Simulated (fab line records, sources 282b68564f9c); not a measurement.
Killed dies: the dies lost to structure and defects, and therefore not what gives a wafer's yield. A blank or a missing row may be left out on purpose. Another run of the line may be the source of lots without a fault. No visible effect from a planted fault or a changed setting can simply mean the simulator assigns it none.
Problem report in the 8D (eight disciplines) form, filled by code	flow ritCmos	the parts of the form that need people (team, actions taken, sign-off) are left out

1. THE ISSUE
GATE_POLY_THK at RIT_GATE_THK_MEAS_09 reads a mean of 375.0 nm on 6 wafers of 2 lots; wafers without a fault read 249.0 nm with a standard deviation of 2.3. That puts it +55 standard deviations away from the usual mean.
The first sign was on wafer L758.4 at day 5 01:01, on filmMetro-02. At this step, 42 wafers from 14 lots have a number in the record. Rule for "out", or "out of limits": more than 4 standard deviations from the usual mean. All remaining wafers that have a number are taken as sound.

2. WHAT THIS IS AND IS NOT
question	is	is not
which readings at this step	GATE_POLY_THK	-
which lots	L758, L762	L747, L748, L749, L750, L751, L752, L753, L754, L755, L765, L768, L769
which wafers of those lots	all that have a number	-
read on which gauges	filmMetro-02	filmMetro-03, filmMetro-04
when	from day 5 01:01	up to then (27 sound wafers); but 9 sound wafers of L765, L768, L769 came after

3. SUSPECTS, AND WHAT RULES EACH OUT
Counting: a tool stays on the suspect list if, at a process step up to the reading, it processed all lots that are out and no sound lot following the first of them.
- the gauge at RIT_GATE_THK_MEAS_09: kept. All the wafers that are out were read on filmMetro-02, and no step on other tools shows them out.
- lpcvd-02 at RIT_GATE_CVD_08 (deposits poly-Si from SiH4, target thk 250 nm, time 2220 s): kept. All lots that are out passed through it, beginning with L758 at day 4 22:34, and no sound lot followed; its final sound lot before that point was L755 at day 4 07:28.
Remaining after the count are lpcvd-02 at RIT_GATE_CVD_08 and filmMetro-02 at RIT_GATE_THK_MEAS_09.

4. THE CAUSE (what the simulator had put in)
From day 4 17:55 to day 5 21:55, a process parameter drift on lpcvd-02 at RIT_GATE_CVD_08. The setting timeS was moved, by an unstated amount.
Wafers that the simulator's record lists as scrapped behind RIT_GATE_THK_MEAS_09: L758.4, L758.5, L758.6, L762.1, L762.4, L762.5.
Counting left 2 suspects, and this tool is among them.

5. THE EFFECT CHAIN, in route order
Each row: a reading whose mean over the struck wafers that have a number lies more than 3 standard deviations from the usual. Only readings whose record carries a usual standard deviation are examined. hours: median over the lots of the time between each lot's start at the first step of this table that gives one and its start at this step. sigmas: the change, counted in usual standard deviations.
hours	step	reading	usual	on struck wafers	change	sigmas
0	RIT_GATE_THK_MEAS_09	GATE_POLY_THK	249.0 nm	375.0	+126.0	+55

6. HOW IT WOULD HAVE BEEN CAUGHT EARLIER
The first out-of-limits reading at a measuring or inspecting step in this record came at day 5 01:01, 7 hours after the fault's start at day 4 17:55.
Of the lots that are out (2), L762 began RIT_GATE_CVD_08 on lpcvd-02 after day 5 01:01. A tool hold placed at that time would have kept it from harm.
